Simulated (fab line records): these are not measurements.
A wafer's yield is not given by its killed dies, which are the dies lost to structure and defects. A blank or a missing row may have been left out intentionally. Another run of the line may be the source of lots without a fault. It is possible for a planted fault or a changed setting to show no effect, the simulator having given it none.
Check for tools in common ; flow berkeley-cmos170 ; Sampled: 14 lots, 42 wafers

== WHY IT WAS OPENED ==
Of 14 lots, 2 have the reading M3_AL_RS flagged at UCB170_M3_RS_MEAS_02. Fault-free wafers read 0.0320 ohm/sq, with a standard deviation of 0.00041.
Rule: a lot gets a flag if all its wafers with a number sit over 4 standard deviations from that mean, or if no wafer of it has a number. The other lots count as sound.

lot;measured;on;M3_AL_RS (ohm/sq), wafer by wafer;flag
L909;day 8 01:07;film-metro-04;0.0324 0.0325 0.0328;
L910;day 8 04:31;film-metro-03;0.0316 0.0315 0.0319;
L912;day 9 01:07;film-metro-03;0.0317 0.0319 0.0318;
L911;day 9 01:20;film-metro-01;0.0322 0.0324 0.0320;
L913;day 9 07:34;film-metro-01;0.0322 0.0323 0.0317;
L914;day 9 09:49;film-metro-04;0.0318 0.0318 0.0313;
L917;day 10 06:32;film-metro-01;0.0312 0.0315 0.0319;
L915;day 10 06:48;film-metro-04;0.0421 0.0422 0.0423;FLAGGED
L921;day 10 17:55;film-metro-04;0.0427 0.0427 0.0432;FLAGGED
L926;day 11 19:08;film-metro-01;0.0321 0.0319 0.0319;
L924;day 11 19:47;film-metro-01;0.0315 0.0317 0.0313;
L928;day 12 12:08;film-metro-03;0.0318 0.0314 0.0318;
L931;day 12 19:32;film-metro-04;0.0321 0.0320 0.0320;
L932;day 12 23:54;film-metro-03;0.0330 0.0331 0.0328;
The numbers of the flagged lots are 0.0425 ohm/sq on average: +0.0105 ohm/sq against the usual, or +26 standard deviations.

== WHICH TOOL RAN EACH LOT ==
Before the reading, the record contains 3 process steps out of a 331-step route. In each cell: the tool, then ch and the chambers that the sampled wafers went through, then the start.
lot;flag;UCB170_M2_SPUTTER_01;UCB170_V2_CVD_00;UCB170_M3_SPUTTER_01
L909;;pvd-sputter-03, day 7 18:34;pecvd-02 ch 0,1,2, day 7 21:47;pvd-sputter-03, day 8 01:02
L910;;pvd-sputter-02, day 7 22:26;pecvd-03 ch 0,1,2, day 8 01:45;pvd-sputter-01, day 8 04:25
L912;;pvd-sputter-01, day 8 18:15;pecvd-02 ch 1,2, day 8 22:19;pvd-sputter-04, day 9 00:59
L911;;pvd-sputter-03, day 8 18:32;pecvd-03 ch 1,2, day 8 22:38;pvd-sputter-03, day 9 01:14
L913;;pvd-sputter-01, day 9 00:49;pecvd-02 ch 0,1,2, day 9 04:47;pvd-sputter-01, day 9 07:26
L914;;pvd-sputter-02, day 9 03:38;pecvd-01 ch 0,1, day 9 06:53;pvd-sputter-01, day 9 09:44
L917;;pvd-sputter-01, day 10 00:46;pecvd-03 ch 0,1,2, day 10 03:50;pvd-sputter-03, day 10 06:23
L915;FLAGGED;pvd-sputter-02, day 10 00:52;pecvd-01 ch 1,2, day 10 04:04;pvd-sputter-01, day 10 06:43
L921;FLAGGED;pvd-sputter-01, day 10 10:22;pecvd-01 ch 0,1,2, day 10 13:36;pvd-sputter-01, day 10 17:46
L926;;pvd-sputter-01, day 11 12:41;pecvd-01 ch 0,1, day 11 16:25;pvd-sputter-04, day 11 19:02
L924;;pvd-sputter-03, day 11 13:08;pecvd-03 ch 0,2, day 11 16:55;pvd-sputter-03, day 11 19:41
L928;;pvd-sputter-03, day 12 06:48;pecvd-01 ch 0,1,2, day 12 09:32;pvd-sputter-03, day 12 12:01
L931;;pvd-sputter-02, day 12 13:16;pecvd-03 ch 0,1, day 12 16:15;pvd-sputter-04, day 12 19:27
L932;;pvd-sputter-03, day 12 18:31;pecvd-03 ch 0,1,2, day 12 21:30;pvd-sputter-04, day 12 23:46
What the steps here do:
- UCB170_M2_SPUTTER_01: material Al, target thk 900 nm, time 120 s.
- UCB170_V2_CVD_00: deposits SiO2 from TEOS/O2, target thk 2000 nm, time 250 s.
- UCB170_M3_SPUTTER_01: material Al, target thk 900 nm, time 120 s.
- UCB170_M3_RS_MEAS_02: measures by four-point-probe.

== FLAGGED OVER TOTAL, TOOL BY TOOL (the gauges that took the reading come last) ==
step;tool;lots run;flagged;share of the flagged lots;sound lots run after its first flagged lot
UCB170_M2_SPUTTER_01;pvd-sputter-01;5;1;some;1 (L926)
UCB170_M2_SPUTTER_01;pvd-sputter-02;4;1;some;1 (L931)
UCB170_M2_SPUTTER_01;pvd-sputter-03;5;0;none;-
UCB170_V2_CVD_00;pecvd-01;5;2;all;2 (L926,L928)
UCB170_V2_CVD_00;pecvd-02;3;0;none;-
UCB170_V2_CVD_00;pecvd-03;6;0;none;-
UCB170_M3_SPUTTER_01;pvd-sputter-01;5;2;all;0
UCB170_M3_SPUTTER_01;pvd-sputter-03;5;0;none;-
UCB170_M3_SPUTTER_01;pvd-sputter-04;4;0;none;-
UCB170_M3_RS_MEAS_02;film-metro-01;5;0;none;-
UCB170_M3_RS_MEAS_02;film-metro-03;4;0;none;-
UCB170_M3_RS_MEAS_02;film-metro-04;5;2;all;1 (L931)

== WHAT IS ALLOWED BY THE TABLE ==
All flagged lots were run by 3 table rows, namely pecvd-01 at UCB170_V2_CVD_00, pvd-sputter-01 at UCB170_M3_SPUTTER_01, film-metro-04 at UCB170_M3_RS_MEAS_02.
- pecvd-01 at UCB170_V2_CVD_00: 2 of its 5 lots flagged. After the first flagged lot (L926, L928), sound lots still ran on it; a lasting fault on the whole tool would not permit that.
- pvd-sputter-01 at UCB170_M3_SPUTTER_01: 2 of its 5 lots flagged. It ran its last sound lot, L914, at day 9 09:44 and its first flagged lot, L915, at day 10 06:43: a fault with its onset between the two fits.
- film-metro-04 at UCB170_M3_RS_MEAS_02: 2 of its 5 lots flagged. After the first flagged lot (L931), sound lots still ran on it; a lasting fault on the whole tool would not permit that.
pvd-sputter-01 at UCB170_M3_SPUTTER_01 is the single tool remaining.

== WHAT HAD BEEN PUT IN BY THE SIMULATOR ==
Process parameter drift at UCB170_M3_SPUTTER_01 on pvd-sputter-01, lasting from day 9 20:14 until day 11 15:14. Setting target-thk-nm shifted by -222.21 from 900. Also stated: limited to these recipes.
Shown lots that were struck: L915, L921. The rule above reached the same finding.
